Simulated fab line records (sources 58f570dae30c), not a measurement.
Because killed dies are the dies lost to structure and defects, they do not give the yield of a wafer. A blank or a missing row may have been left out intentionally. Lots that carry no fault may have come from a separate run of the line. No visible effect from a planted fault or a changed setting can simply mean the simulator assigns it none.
fab line records | flow berkeleyCmos170
[record] lots = 6 | wafers = 18 | lastDay = 12
route steps=331 shown GATE@129
lots with no fault: from the same line, run without faults
startH: hours from the record's opening day to when the first of the lot's shown wafers began | waitH: time in hours since the lot's previous step | " the same as in the row above | L1.1+2: a single row standing in for several wafers | - either no value or no given start | * or withheld: withheld | < > ~ a bound
route shown NAME@n: NAME is a module with steps in the file, n the number in the route of the first one | usual: mean/standard deviation of fault-free wafers | same: alike in all rows | chamber/n: place in a boat | sites: each site's reading | _std_site: standard deviation of those values | _edge_site: the outer-site mean with the inner-site mean subtracted | radiusMm: for every site, how far away it sits from the centre of the wafer | mask NAME#n: copy n | behind: the most recent tool/chamber to have shaped the wafer | hold: reason for holding the lot/hours on hold/outcome of the hold | device: names the non-switching transistor (n, p or np) | end of line: the route-end tests of the same wafers | step lacking rows: just its recipe | killed: the dies lost at the first sort to structure and to defects; this is not the yield of the wafer | map: dies across one wafer; x = killed, . = not, _ = none there
set.NAME: the run value of the setting; set.NAME@STEP: its run value at that earlier step | model.NAME: the simulator's own value behind a step, which no gauge read
certain route steps with their lots: each step a table, each wafer a row
services: the hour from which a tool's chamber was out of use, counted from the record's first day as startH (under 0 if before that day), plus the number of hours and why
[[steps]]
[step UCB170_GATE_ANNEAL_03]
[recipe] tempC = 900 | timeS = 1800 | ambient = N2
[step UCB170_GATE_CVD_04]
[recipe] material = poly-Si | tempC = 610 | precursor = SiH4 | timeS = 1440 | pressureMtorr = 375 | targetThkNm = 214 | sih4FlowSccm = 120
[step UCB170_GATE_THK_MEAS_05]
[recipe] reads = poly-Si_of_GATE_CVD_04
[usual] GATE_POLY_THK = 213.1/1.8
lot.wafer | tool         | chamber | startH | waitH | GATE_POLY_THK[nm]
L486.3    | filmMetro-02 | -       | 148.20 | 0.0   | 216.5
L486.4    | "            | -       | "      | "     | 215.3
L486.5    | "            | -       | "      | "     | 215.1
L492.2    | filmMetro-02 | -       | 170.63 | 0.0   | 213.2
L492.3    | "            | -       | "      | "     | 214.2
L492.6    | "            | -       | "      | "     | 212.4
L494.1    | filmMetro-01 | -       | 178.39 | 0.0   | 213.2
L494.2    | "            | -       | "      | "     | 213.5
L494.6    | "            | -       | "      | "     | 211.8
L493.1    | filmMetro-01 | -       | 178.45 | 0.1   | 212.4
L493.3    | "            | -       | "      | "     | 212.8
L493.4    | "            | -       | "      | "     | 212.4
L500.3    | filmMetro-01 | -       | 217.34 | 0.1   | 210.9
L500.4    | "            | -       | "      | "     | 212.7
L500.5    | "            | -       | "      | "     | 211.4
L503.4    | filmMetro-01 | -       | 230.49 | 0.0   | 214.0
L503.5    | "            | -       | "      | "     | 213.0
L503.6    | "            | -       | "      | "     | 214.4
[step UCB170_GATE_COAT_06]
[recipe] resist = BARC | tempC = withheld | timeS = withheld | spinRpm = 3000 | resistThkNm = withheld
[step UCB170_GATE_COAT_07]
[recipe] resist = KrF | spinRpm = 1500 | resistThkNm = 900
[step UCB170_GATE_SOFTBAKE_08]
[recipe] resist = KrF | tempC = 130 | timeS = 60
[step UCB170_GATE_EXPOSE_09]
[recipe] maskId = POLY | targetCdNm = 350 | na = 0.5 | sigmaOuter = 0.6 | sourceShape = conventional | doseMj = 21
[step UCB170_GATE_PEB_10]
[recipe] pebTempC = 130 | pebTimeS = withheld | resist = KrF
[step UCB170_GATE_DEVELOP_11]
[recipe] developer = TMAH | developTimeS = 45 | resist = KrF | devTempC = 19.87
[step UCB170_GATE_CD_MEAS_12]
[recipe] targetCdNm = 350
[usual] cdNm = 349.7/1.5
lot.wafer | tool     | chamber | startH | waitH | cdNm
L486.3    | cdSem-01 | -       | 149.94 | -     | 350.3
L486.4    | "        | -       | "      | "     | 350.4
L486.5    | "        | -       | "      | "     | 350.9
L492.2    | cdSem-01 | -       | 171.67 | -     | 347.4
L492.3    | "        | -       | "      | "     | 347.7
L492.6    | "        | -       | "      | "     | 347.3
L494.1    | cdSem-02 | -       | 179.82 | -     | 350.1
L494.2    | "        | -       | "      | "     | 348.5
L494.6    | "        | -       | "      | "     | 349.2
L493.1    | cdSem-01 | -       | 179.87 | -     | 350.8
L493.3    | "        | -       | "      | "     | 348.8
L493.4    | "        | -       | "      | "     | 350.3
L500.3    | cdSem-02 | -       | 218.72 | -     | 351.0
L500.4    | "        | -       | "      | "     | 352.2
L500.5    | "        | -       | "      | "     | 349.5
L503.4    | cdSem-02 | -       | 232.46 | -     | 348.6
L503.5    | "        | -       | "      | "     | 349.6
L503.6    | "        | -       | "      | "     | 347.4
[step UCB170_GATE_OVL_MEAS_13]
[usual] GATE_OVL = -5/5.3
lot.wafer | tool       | chamber | startH | waitH | GATE_OVL[nm]
L486.3    | overlay-01 | -       | 150.03 | 0.1   | -5
L486.4    | "          | -       | "      | "     | 0
L486.5    | "          | -       | "      | "     | -2
L492.2    | overlay-02 | -       | 171.77 | 0.1   | 0
L492.3    | "          | -       | "      | "     | 3
L492.6    | "          | -       | "      | "     | 3
L494.1    | overlay-02 | -       | 179.94 | 0.1   | -6
L494.2    | "          | -       | "      | "     | -6
L494.6    | "          | -       | "      | "     | -2
L493.1    | overlay-02 | -       | 179.99 | 0.1   | -4
L493.3    | "          | -       | "      | "     | -9
L493.4    | "          | -       | "      | "     | -8
L500.3    | overlay-02 | -       | 218.81 | 0.1   | -15
L500.4    | "          | -       | "      | "     | -7
L500.5    | "          | -       | "      | "     | -7
L503.4    | overlay-01 | -       | 232.53 | 0.1   | -10
L503.5    | "          | -       | "      | "     | 2
L503.6    | "          | -       | "      | "     | -14
[step UCB170_GATE_ETCH_14]
[recipe] chemistry = N2/H2 | targetDepthA = withheld | overetchA = withheld | target = BARC | timeS = withheld | sourceW = 500 | biasW = 100 | pressureMtorr = 30 | n2FlowSccm = 100 | h2FlowSccm = 200
[usual] chamberPressureMTorr = 30.000/0.024 | drypumpMotorCurrentA = 5.6/0.58 | oesProductAu = 0.991/0.026 | throttleValvePct = 13.33/0.15
lot.wafer | tool       | chamber | startH | waitH | chamberPressureMTorr | drypumpMotorCurrentA | oesProductAu | throttleValvePct
L486.3    | rieDiel-03 | 2       | 150.06 | 0.0   | 30.023               | 6.2                  | 1.013        | 13.09
L486.4    | "          | 3       | "      | "     | 30.026               | 4.9                  | 1.014        | 13.47
L486.5    | "          | 0       | "      | "     | 29.980               | 5.5                  | 0.987        | 13.33
L492.2    | rieDiel-03 | 3       | 171.80 | 0.0   | 30.002               | 4.9                  | 1.018        | 13.48
L492.3    | "          | 0       | "      | "     | 30.018               | 5.5                  | 0.988        | 13.33
L492.6    | "          | 3       | "      | "     | 30.016               | 4.9                  | 1.023        | 13.45
L494.1    | rieDiel-02 | 3       | 179.97 | 0.0   | 29.974               | 6.0                  | 0.953        | 13.46
L494.2    | "          | 0       | "      | "     | 29.987               | 4.8                  | 0.958        | 13.49
L494.6    | "          | 1       | "      | "     | 29.997               | 5.8                  | 1.035        | 13.22
L493.1    | rieDiel-04 | 2       | 180.02 | 0.0   | 30.019               | 5.8                  | 0.988        | 13.49
L493.3    | "          | 1       | "      | "     | 30.023               | 5.4                  | 1.015        | 13.25
L493.4    | "          | 3       | "      | "     | 30.023               | 6.3                  | 0.967        | 13.40
L500.3    | rieDiel-02 | 2       | 218.84 | 0.0   | 30.020               | 4.9                  | 0.996        | 13.09
L500.4    | "          | 1       | "      | "     | 29.997               | 5.8                  | 1.042        | 13.23
L500.5    | "          | 1       | "      | "     | 30.004               | 5.8                  | 1.036        | 13.25
L503.4    | rieDiel-02 | 2       | 232.55 | 0.0   | 30.058               | 4.9                  | 1.001        | 13.10
L503.5    | "          | 1       | "      | "     | 29.938               | 5.8                  | 1.045        | 13.22
L503.6    | "          | 2       | "      | "     | 30.006               | 4.9                  | 1.001        | 13.10
[step UCB170_GATE_ETCH_15]
[recipe] chemistry = HBr/Cl2 | target = poly-Si | stopOn = SiO2 | overEtchFrac = 0.3 | icpW = 300 | biasW = 150 | timeS = 56.3 | pressureMtorr = 15 | HBr_flow_sccm = 150 | Cl2_flow_sccm = 50 | targetDepthA = 2782
[usual] chamberPressureMTorr = 15.001/0.014 | drypumpMotorCurrentA = 5.7/0.47 | oesProductAu = 0.825/0.0083 | throttleValvePct = 26.5/0.31
[same] overEtchFrac = 0.3
lot.wafer | tool     | chamber | startH | waitH | chamberPressureMTorr | drypumpMotorCurrentA | oesProductAu | rfHoursCounterH | throttleValvePct | model.GATE.featureDepthNm | model.etch.depthNm | model.KrF_of_GATE_COAT_07.thkNm
L486.3    | rieSi-02 | 0       | 150.10 | -     | 14.988               | 5.6                  | 0.841        | 67              | 26.3             | 216.9                     | 216.9              | 777.8
L486.4    | "        | 2       | "      | "     | 14.988               | 6.7                  | 0.826        | 24              | 26.9             | 215.4                     | 215.4              | 786
L486.5    | "        | 2       | "      | "     | 15.004               | 6.7                  | 0.814        | -               | 26.8             | 215.3                     | 215.3              | 781.2
L492.2    | rieSi-02 | 0       | 171.85 | -     | 15.005               | 5.6                  | 0.697        | 67              | 26.3             | 161.6                     | 161.6              | 820.6
L492.3    | "        | 2       | "      | "     | 15.019               | 6.6                  | 0.818        | 24              | 26.9             | 214.2                     | 214.2              | 779.1
L492.6    | "        | 2       | "      | "     | 14.983               | 6.6                  | 0.812        | -               | 26.9             | 212.6                     | 212.6              | 781.9
L494.1    | rieSi-01 | 3       | 180.01 | -     | 14.985               | 5.9                  | 0.822        | 13              | 26.5             | 213.4                     | 213.3              | 777.9
L494.2    | "        | 1       | "      | "     | 15.014               | 6.0                  | 0.837        | 3               | 27.0             | 213.5                     | 213.5              | 776.4
L494.6    | "        | 0       | "      | "     | 15.021               | 5.2                  | 0.817        | -               | 26.6             | 211.7                     | 211.7              | 777.1
L493.1    | rieSi-02 | 0       | 180.07 | -     | 15.009               | 5.6                  | 0.691        | 67              | 26.3             | 161.9                     | 161.9              | 823.4
L493.3    | "        | 3       | "      | "     | 15.001               | 5.9                  | 0.818        | 72              | 26.1             | 213                       | 212.9              | 777
L493.4    | "        | 2       | "      | "     | 15.025               | 6.6                  | 0.809        | 24              | 26.9             | 212.4                     | 212.4              | 783.2
L500.3    | rieSi-01 | 0       | 218.88 | -     | 15.002               | 5.2                  | 0.818        | 103             | 26.6             | 210.8                     | 210.8              | 773
L500.4    | "        | 1       | "      | "     | 15.008               | 6.0                  | 0.832        | 4               | 27.0             | 212.8                     | 212.7              | 775.7
L500.5    | "        | 1       | "      | "     | 14.991               | 6.1                  | 0.827        | -               | 27.0             | 211.4                     | 211.4              | 776.1
L503.4    | rieSi-01 | 2       | 232.59 | -     | 15.015               | 5.2                  | 0.832        | 2               | 26.3             | 214                       | 213.9              | 774.6
L503.5    | "        | 0       | "      | "     | 14.976               | 5.2                  | 0.830        | -               | 26.6             | 212.9                     | 212.9              | 771.9
L503.6    | "        | 3       | "      | "     | 14.971               | 5.9                  | 0.827        | -               | 26.5             | 214.3                     | 214.3              | 771.3
[step UCB170_GATE_STRIP_16]
[recipe] chemistry = O2 | powerW = 400 | pressureMtorr = 3500 | platenTempC = withheld | o2FlowSccm = 400 | overashFraction = 0.5
[usual] chamberPressureMTorr = 3500.3/3 | drypumpMotorCurrentA = 5.9/0.33 | oesProductAu = 0.724/0.0042
lot.wafer | tool           | chamber | startH | waitH | chamberPressureMTorr | drypumpMotorCurrentA | oesProductAu | rfHoursCounterH
L486.3    | plasmaAsher-02 | 0       | 150.18 | 0.1   | 3501.4               | 5.6                  | 0.714        | -
L486.4    | "              | 1       | "      | "     | 3499.9               | 5.9                  | 0.730        | -
L486.5    | "              | 1       | "      | "     | 3502.9               | 5.9                  | 0.722        | -
L492.2    | plasmaAsher-03 | 0       | 171.90 | 0.0   | 3502.9               | 6.0                  | 0.726        | 49
L492.3    | "              | 1       | "      | "     | 3497.7               | 5.7                  | 0.728        | -
L492.6    | "              | 0       | "      | "     | 3498.8               | 6.1                  | 0.724        | -
L494.1    | plasmaAsher-01 | 0       | 180.06 | 0.0   | 3501.4               | 6.5                  | 0.724        | 8
L494.2    | "              | 1       | "      | "     | 3501.2               | 5.6                  | 0.716        | 8
L494.6    | "              | 1       | "      | "     | 3497.9               | 5.6                  | 0.725        | -
L493.1    | plasmaAsher-03 | 1       | 180.11 | 0.0   | 3494.6               | 5.7                  | 0.734        | 50
L493.3    | "              | 1       | "      | "     | 3500.4               | 5.7                  | 0.724        | -
L493.4    | "              | 0       | "      | "     | 3496.5               | 6.1                  | 0.725        | -
L500.3    | plasmaAsher-02 | 1       | 218.96 | 0.1   | 3498.2               | 5.9                  | 0.721        | -
L500.4    | "              | 0       | "      | "     | 3498.6               | 5.6                  | 0.732        | -
L500.5    | "              | 1       | "      | "     | 3502.4               | 5.9                  | 0.715        | -
L503.4    | plasmaAsher-01 | 0       | 232.67 | 0.1   | 3501.6               | 6.5                  | 0.726        | -
L503.5    | "              | 1       | "      | "     | 3496.4               | 5.6                  | 0.728        | -
L503.6    | "              | 0       | "      | "     | 3503.3               | 6.5                  | 0.724        | -
[[services]]
tool           | chamber | startH | hours | kind
plasmaAsher-02 | -       | 130.15 | 10.5  | repair
rieDiel-03     | 1       | 140.91 | -     | clean
rieDiel-03     | 1       | 140.91 | 22.5  | scheduledDown
rieDiel-03     | 1       | 140.91 | 22.5  | ventCycle
rieDiel-02     | 2       | 150.33 | 22.4  | repair
rieDiel-02     | 1       | 156.60 | 2.7   | repair
rieDiel-04     | -       | 159.34 | 14.6  | pm
rieDiel-03     | 2       | 163.41 | -     | clean
rieDiel-03     | 2       | 163.41 | 20.3  | scheduledDown
rieDiel-03     | 2       | 163.41 | 20.3  | ventCycle
rieDiel-03     | 0       | 183.93 | 8.8   | repair
rieDiel-04     | 3       | 185.35 | -     | clean
rieDiel-04     | 3       | 185.35 | 13.7  | scheduledDown
rieDiel-04     | 3       | 185.35 | 13.7  | ventCycle
rieDiel-04     | 1       | 195.86 | 9.6   | repair
plasmaAsher-03 | -       | 199.30 | 2.3   | repair
plasmaAsher-02 | -       | 228.23 | 14.6  | pm
[[key]]
[firstSign] step = UCB170_GATE_ETCH_15 | reading = oesProductAu | direction = down | sigmas = 16 | usual = 0.825 | struck = 0.694
effect none on later readings
[modelEffect] step = UCB170_GATE_ETCH_15 | value = GATE.featureDepthNm | without = 212.7 | struck = 161.7
metAt UCB170_GATE_ETCH_15
struckWafers L492.2,L493.1
laterRowsLeftOut L492.2,L493.1
sortLeftOut L492.2,L493.1
testerLeftOut L492,L493
onsetBetween 150.10 171.85
[fault] kind = processParameterDrift | tool = rieSi-02 | chamber = 0 | onsetH = 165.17 | steps = UCB170_GATE_ETCH_15 | channel = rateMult | offset = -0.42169 | shape = step | endH = 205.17
// testerLeftOut: of these lots the tester's yield and bins aren't shown, on N5 and GAA mostly nor the transistor test; their killed dies are dies lost to structure and defects alone, not to doping, threshold or leakage, so they don't give the yield
// sortLeftOut: the simulated sort isn't trusted on such a fault, so these wafers' sort isn't shown, and their yield isn't known
// laterRowsLeftOut: the simulator's readings of these wafers behind a module that went badly wrong aren't trusted and aren't shown, but for the sort
